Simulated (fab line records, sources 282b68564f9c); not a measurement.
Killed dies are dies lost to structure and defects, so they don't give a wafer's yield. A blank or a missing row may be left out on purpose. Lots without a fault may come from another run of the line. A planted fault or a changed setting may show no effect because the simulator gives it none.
A struck lot beside a sound one | flow rit_cmos | 18 steps out of a route of 202
Sound: wafers L839.3, L839.4, L839.6. Struck: wafers L848.3, L848.4, L848.5. The cause comes at the end.
At each step with rows: each side's tool, then ch and its chambers, then its first start. Under that, the readings that differ: sound wafers | struck wafers | difference of the means | sigmas: that difference in standard deviations of wafers without a fault.
alike: readings whose means differ by less than 2 such deviations, and words and numbers that are the same on both sides. not compared: withheld readings, readings that some wafer has no value for, bounds like >300 that may hide the same value, and numbers for which the record gives no deviation and whose values overlap.
The two part at a step that has a row with sigmas, a row that says differs or no value, or rows on one side only. Numbers that don't overlap but have no deviation are shown without sigmas and don't part them. A reading that every wafer of one side lacks parts them only if that side has two wafers or more.

first, 4 steps without rows for these wafers: RIT_PSD_SOFTBAKE_02 (time 60 s); RIT_PSD_EXPOSE_03 (exposes mask M10, target cd 40900 nm); RIT_PSD_PEB_04; RIT_PSD_DEVELOP_05 (develop time 50 s).
RIT_PSD_OVL_MEAS_06:
  sound on overlay-02, day 4 17:34; struck on overlay-01, day 6 15:30
  alike: PSD_OVL
then, 2 steps without rows for these wafers: RIT_PSD_HARDBAKE_07 (time 60 s); RIT_PSD_IMPLANT_08.
RIT_PSD_STRIP_09: strips in O2, time 180 s.
  sound on plasma_asher-03 ch 0,1, day 4 17:57; struck on plasma_asher-04 ch 0,1, day 6 15:53
  alike: drypump_motor_current_A
  not compared: rf_hours_counter_h
RIT_PSD_TW_MEAS_10:
  sound on film_metro-03, day 4 18:05; struck on film_metro-04, day 6 16:01
  alike: PSD_TW
then, 3 steps without rows for these wafers: RIT_SDANNEAL_CLEAN_00 (cleans in SC1, time 600 s); RIT_SDANNEAL_CLEAN_01 (cleans in dHF, time 30 s); RIT_SDANNEAL_CLEAN_02 (cleans in SC2, time 600 s).
RIT_SDANNEAL_RTA_03: time 5 s.
  sound on rtp_anneal-02 ch 0, day 4 18:31; struck on rtp_anneal-01 ch 0, day 6 16:28
  reading          | sound                | struck               | difference | sigmas
  wafer_temp_C_max | 1052.0 1053.2 1051.9 | 1054.0 1055.0 1054.8 | +2.2       | +2
RIT_SDANNEAL_RS_MEAS_04: measures by four-point-probe.
  sound on film_metro-04, day 4 18:35; struck on film_metro-03, day 6 16:54
  reading         | sound             | struck            | difference | sigmas
  PSD_RS (ohm/sq) | 115.7 115.9 115.9 | 127.4 127.7 127.6 | +11.7      | +39
  not compared: hold
RIT_SDANNEAL_RS_MEAS_05: measures by four-point-probe.
  sound on film_metro-04, day 4 18:43; struck on film_metro-03, day 6 23:43
  reading         | sound          | struck                                                                     | difference                   | sigmas
  hold            | - - -          | await_dispo/6.7h/release await_dispo/6.7h/release await_dispo/6.7h/release | no value on the sound wafers |
  NSD_RS (ohm/sq) | 84.1 84.0 84.3 | 85.2 85.3 85.4                                                             | +1.2                         | +4
RIT_SDANNEAL_RS_MEAS_06: measures by four-point-probe.
  sound on film_metro-04, day 4 18:50; struck on film_metro-03, day 7 00:20
  reading          | sound             | struck            | difference | sigmas
  PLDD_RS (ohm/sq) | 178.5 179.0 179.1 | 191.0 190.9 191.0 | +12.1      | +25
  not compared: hold
RIT_SDANNEAL_RS_MEAS_07: measures by four-point-probe.
  sound on film_metro-04, day 4 18:57; struck on film_metro-03, day 7 03:58
  reading | sound | struck                                                                     | difference                   | sigmas
  hold    | - - - | await_dispo/3.5h/release await_dispo/3.5h/release await_dispo/3.5h/release | no value on the sound wafers |
  alike: NLDD_RS
RIT_M1_PROBE_99:
  sound on prober-02, day 5 02:12; struck on prober-01, day 7 11:06
  alike: killed_at_M0_to_M3, killed_at_contacts, killed_at_front_end, killed_dies, killed_open, killed_short

WHERE THEY PART
First at RIT_SDANNEAL_RTA_03; last, within this record, at RIT_SDANNEAL_RS_MEAS_07. Later steps at which nothing parts them and some readings are alike: RIT_M1_PROBE_99.

WHY: what the simulator had put in
Process parameter drift: rtp_anneal-01, from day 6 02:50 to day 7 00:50, at RIT_SDANNEAL_RTA_03. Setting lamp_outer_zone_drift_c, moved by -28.
